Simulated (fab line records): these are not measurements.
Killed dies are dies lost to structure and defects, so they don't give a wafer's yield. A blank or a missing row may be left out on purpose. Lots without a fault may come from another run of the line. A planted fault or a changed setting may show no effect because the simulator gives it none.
One fault seen from 2 desks	flow berkeley-cmos170	numbers are kept per desk, each desk with only its own; the story behind them comes last

AT THE METROLOGY DESK
Means of the sampled wafers that have a number, per lot and without regard to the tool the lot ran on: this is what the gauges read. Any lot whose mean is over 4 standard deviations away from the usual mean is out of limits and marked OUT; that distance is given in the brackets.
Columns: A = GATE_POLY_THK at UCB170_GATE_THK_MEAS_05, usual 213.9 nm; B = cd-nm at UCB170_GATE_CD_MEAS_12, usual 350.0 nm; C = GATE_OVL at UCB170_GATE_OVL_MEAS_13, usual -2 nm
lot	first seen here	A	B	C
L357	day 6 15:11	215.5	349.4	1
L362	day 7 11:23	215.1	349.6	-0
L369	day 8 22:20	214.3	347.2	-7
L370	day 9 17:08	215.1	349.9	1
L374	day 10 07:05	216.5	351.0	2
L372	day 10 07:07	214.9	350.7	-0
Result from this desk: across the 6 lots, nothing is out of limits.

TOOL OWNER'S DESK, rie-si-02
The tool's own readings at UCB170_GATE_ETCH_15 (etches poly-Si in HBr/Cl2, stops on SiO2, time 56.3 s, target depth 278.2 nm): means of the sampled wafers that have a number, for each lot that ran on this tool. Any lot whose mean is over 4 standard deviations away from the usual mean is out of limits and marked OUT; that distance is given in the brackets.
Columns: A = drypump-motor-current-A at UCB170_GATE_ETCH_15, usual 5.7 A; B = oes-product-au at UCB170_GATE_ETCH_15, usual 0.838 a.u.; C = throttle-valve-pct at UCB170_GATE_ETCH_15, usual 26.45 %
lot	first seen here	A	B	C
L362	day 7 12:54	5.7	0.854	26.47
L369	day 8 23:52	6.1	0.799	26.16
L370	day 9 18:41	6.0	0.802	26.29
Result from this desk: across the 3 lots, nothing is out of limits.

TAKEN TOGETHER
Nothing out of limits was seen by the metrology desk.
The tool owner's desk saw nothing out of limits.

WHAT HAD BEEN PUT IN BY THE SIMULATOR
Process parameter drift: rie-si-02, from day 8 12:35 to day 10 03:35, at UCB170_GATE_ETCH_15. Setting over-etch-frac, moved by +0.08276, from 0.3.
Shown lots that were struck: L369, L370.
